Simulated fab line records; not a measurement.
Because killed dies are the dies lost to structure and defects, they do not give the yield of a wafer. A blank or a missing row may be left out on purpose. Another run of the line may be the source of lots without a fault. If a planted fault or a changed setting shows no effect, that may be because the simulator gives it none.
Which tool did it? -- flow berkeleyCmos170 -- 7 lots with 21 wafers sampled at 3 steps, on a route of 331 steps

== WHAT THE GAUGES SHOWED, per wafer ==
UCB170_ACTIVE_THK_MEAS_06.
lot,measured,on,ACTIVE_NITRIDE_THK (nm)
L829,day 5 02:32,filmMetro-03,218.9 219.4 216.5
L832,day 5 12:25,filmMetro-03,219.6 219.5 218.9
L834,day 5 23:40,filmMetro-02,220.9 221.5 219.8
L836,day 6 05:21,filmMetro-02,223.7 224.2 223.0
L838,day 7 00:28,filmMetro-03,229.2 264.3 277.7
L839,day 7 00:30,filmMetro-02,257.0 270.2 280.1
L842,day 7 08:43,filmMetro-04,225.4 225.6 225.0

== TOOL THAT RAN EACH LOT (tool first, then ch and the chambers of the sampled wafers, then the start) ==
lot,UCB170_ZERO_ETCH_06,UCB170_ACTIVE_CVD_05
L829,"rieDiel-04 ch 2,3, day 2 17:01","lpcvd-02 ch 0, day 5 00:34"
L832,"rieDiel-04 ch 1,2,3, day 3 05:01","lpcvd-01 ch 1, day 5 10:28"
L834,"rieDiel-04 ch 0,2,3, day 3 19:47","lpcvd-01 ch 0, day 5 20:47"
L836,"rieDiel-03 ch 0,1,3, day 4 01:06","lpcvd-01 ch 1, day 6 03:25"
L838,"rieDiel-02 ch 1,2,3, day 4 15:22","lpcvd-01 ch 0, day 6 22:34"
L839,"rieDiel-03 ch 0,2,3, day 4 18:41","lpcvd-01 ch 1, day 6 22:34"
L842,"rieDiel-04 ch 0,3, day 5 06:08","lpcvd-02 ch 0, day 7 06:44"
- UCB170_ZERO_ETCH_06: etches SiO2 in CHF3/CF4/Ar, time 11.75 s.
- UCB170_ACTIVE_CVD_05: deposits Si3N4 from SiH2Cl2/NH3, target thk 220 nm, time 3300 s.

== THE ANSWER, worked out from the rows above alone ==
Rule: what is usual is taken from the lots themselves. Put in order of their means at a reading, lots are off if they are a third of the lots or fewer, leave a main group of 4 or more, and stand apart from it by a gap of 3 or more times the standard deviation of the main group's means; of several such gaps the widest counts. A main group is skipped when, at the precision printed for the reading in the tables above, its means are all equal. A lot without any number at a reading at which 4 lots or more have one is off too. The other lots that the step has rows for count as sound.
Off: L838, L839, at UCB170_ACTIVE_THK_MEAS_06 (ACTIVE_NITRIDE_THK). Mean 221.5 nm and standard deviation 2.6 in the main group.
If a tool, at a process step before that reading, ran all the lots that are off and no sound lot after the first of them, it fits. Gauges at UCB170_ACTIVE_THK_MEAS_06: tried the same way as those tools. One candidate fits, namely lpcvd-01 at UCB170_ACTIVE_CVD_05. Its last sound lot is L836 (day 6 03:25), its first lot that is off L838 (day 6 22:34): a fault that began between those two fits.

== WHAT THE SIMULATOR HAD PUT IN ==
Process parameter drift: lpcvd-01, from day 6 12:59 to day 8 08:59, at UCB170_ACTIVE_CVD_05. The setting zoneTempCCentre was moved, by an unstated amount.
Shown lots that were struck: L838, L839. Same finding as the rule above.
